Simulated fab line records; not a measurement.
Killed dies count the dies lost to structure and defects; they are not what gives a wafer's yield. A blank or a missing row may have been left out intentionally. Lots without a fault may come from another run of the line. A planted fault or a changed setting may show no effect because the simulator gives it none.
Check of tool commonality + flow rit-cmos + 15 lots and 45 wafers in the sample

WHY THIS WAS OPENED
Of 15 lots, 3 have the reading PSD_TW flagged at RIT_PSD_TW_MEAS_10. Fault-free wafers read 3443, with a standard deviation of 42.
Rule: a lot is flagged when every wafer of it that has a number lies more than 4 standard deviations from that mean, or none has a number. The other lots count as sound.

| lot  | measured    | on            | PSD_TW, wafer by wafer | flag    |
|------|-------------|---------------|------------------------|---------|
| L558 | day 3 07:11 | film-metro-02 | 3483 3515 3498         |         |
| L559 | day 3 13:05 | film-metro-03 | 3414 3411 3410         |         |
| L561 | day 4 01:13 | film-metro-03 | 3407 3419 3420         |         |
| L562 | day 4 06:08 | film-metro-02 | 3494 3499 3514         |         |
| L563 | day 4 08:09 | film-metro-03 | 30 30 30               | FLAGGED |
| L564 | day 4 12:05 | film-metro-01 | 30 30 30               | FLAGGED |
| L565 | day 4 14:01 | film-metro-03 | 30 30 30               | FLAGGED |
| L572 | day 5 22:08 | film-metro-01 | 3433 3408 3412         |         |
| L573 | day 6 05:56 | film-metro-03 | 3373 3359 3379         |         |
| L574 | day 6 10:36 | film-metro-01 | 3413 3406 3422         |         |
| L575 | day 6 14:58 | film-metro-01 | 3443 3459 3443         |         |
| L576 | day 6 20:16 | film-metro-01 | 3436 3452 3429         |         |
| L577 | day 6 23:44 | film-metro-01 | 3435 3435 3418         |         |
| L579 | day 7 09:07 | film-metro-02 | 3509 3514 3491         |         |
| L580 | day 7 14:52 | film-metro-03 | 3394 3397 3420         |         |
The mean of the flagged lots' numbers is 30, -3413 from the usual (-81 standard deviations).

WHICH TOOL RAN EACH LOT
Before the reading, the record contains 2 process steps out of a 202-step route. Read each cell as the tool, then ch plus the chambers that the sampled wafers visited, then the start.
| lot  | flag    | RIT_PRETRO_STRIP_09                 | RIT_NSD_STRIP_09                    |
|------|---------|-------------------------------------|-------------------------------------|
| L558 |         | plasma-asher-02 ch 0, day 2 09:32   | plasma-asher-01 ch 1, day 3 05:35   |
| L559 |         | plasma-asher-04 ch 0,1, day 2 15:32 | plasma-asher-02 ch 0,1, day 3 11:20 |
| L561 |         | plasma-asher-02 ch 0,1, day 3 06:40 | plasma-asher-04 ch 0,1, day 3 23:28 |
| L562 |         | plasma-asher-04 ch 0, day 3 11:45   | plasma-asher-01 ch 0,1, day 4 04:04 |
| L563 | FLAGGED | plasma-asher-02 ch 0,1, day 3 12:26 | plasma-asher-01 ch 0,1, day 4 06:35 |
| L564 | FLAGGED | plasma-asher-04 ch 0,1, day 3 17:59 | plasma-asher-02 ch 0,1, day 4 10:20 |
| L565 | FLAGGED | plasma-asher-02 ch 0,1, day 3 20:04 | plasma-asher-04 ch 0,1, day 4 12:03 |
| L572 |         | plasma-asher-02 ch 0,1, day 5 05:19 | plasma-asher-02 ch 0,1, day 5 20:32 |
| L573 |         | plasma-asher-04 ch 0,1, day 5 11:14 | plasma-asher-02 ch 0,1, day 6 04:20 |
| L574 |         | plasma-asher-04 ch 0,1, day 5 16:00 | plasma-asher-01 ch 0,1, day 6 09:00 |
| L575 |         | plasma-asher-04 ch 0,1, day 5 20:56 | plasma-asher-04 ch 0,1, day 6 13:17 |
| L576 |         | plasma-asher-04 ch 0,1, day 6 02:43 | plasma-asher-04 ch 0,1, day 6 18:40 |
| L577 |         | plasma-asher-01 ch 0,1, day 6 06:19 | plasma-asher-04 ch 0,1, day 6 22:11 |
| L579 |         | plasma-asher-04 ch 0,1, day 6 15:49 | plasma-asher-02 ch 0,1, day 7 07:24 |
| L580 |         | plasma-asher-01 ch 0,1, day 6 21:54 | plasma-asher-02 ch 0,1, day 7 13:08 |
What the steps here do:
- RIT_PRETRO_STRIP_09: strips in O2, time 180 s.
- RIT_NSD_STRIP_09: strips in O2, time 180 s.
- RIT_PSD_TW_MEAS_10

FLAGGED AGAINST TOTAL, ONE TOOL AT A TIME (gauges that did the reading follow at the end)
| step                | tool            | lots run | flagged | share of the flagged lots | sound lots run after its first flagged lot |
|---------------------|-----------------|----------|---------|---------------------------|--------------------------------------------|
| RIT_PRETRO_STRIP_09 | plasma-asher-01 | 2        | 0       | none                      | -                                          |
| RIT_PRETRO_STRIP_09 | plasma-asher-02 | 5        | 2       | some                      | 1 (L572)                                   |
| RIT_PRETRO_STRIP_09 | plasma-asher-04 | 8        | 1       | some                      | 5 (L573,L574,L575,L576,L579)               |
| RIT_NSD_STRIP_09    | plasma-asher-01 | 4        | 1       | some                      | 1 (L574)                                   |
| RIT_NSD_STRIP_09    | plasma-asher-02 | 6        | 1       | some                      | 4 (L572,L573,L579,L580)                    |
| RIT_NSD_STRIP_09    | plasma-asher-04 | 5        | 1       | some                      | 3 (L575,L576,L577)                         |
| RIT_PSD_TW_MEAS_10  | film-metro-01   | 6        | 1       | some                      | 5 (L572,L574,L575,L576,L577)               |
| RIT_PSD_TW_MEAS_10  | film-metro-02   | 3        | 0       | none                      | -                                          |
| RIT_PSD_TW_MEAS_10  | film-metro-03   | 6        | 2       | some                      | 2 (L573,L580)                              |

WHAT THE TABLE PERMITS
No row of the table ran every flagged lot.

WHAT THE SIMULATOR PUT IN
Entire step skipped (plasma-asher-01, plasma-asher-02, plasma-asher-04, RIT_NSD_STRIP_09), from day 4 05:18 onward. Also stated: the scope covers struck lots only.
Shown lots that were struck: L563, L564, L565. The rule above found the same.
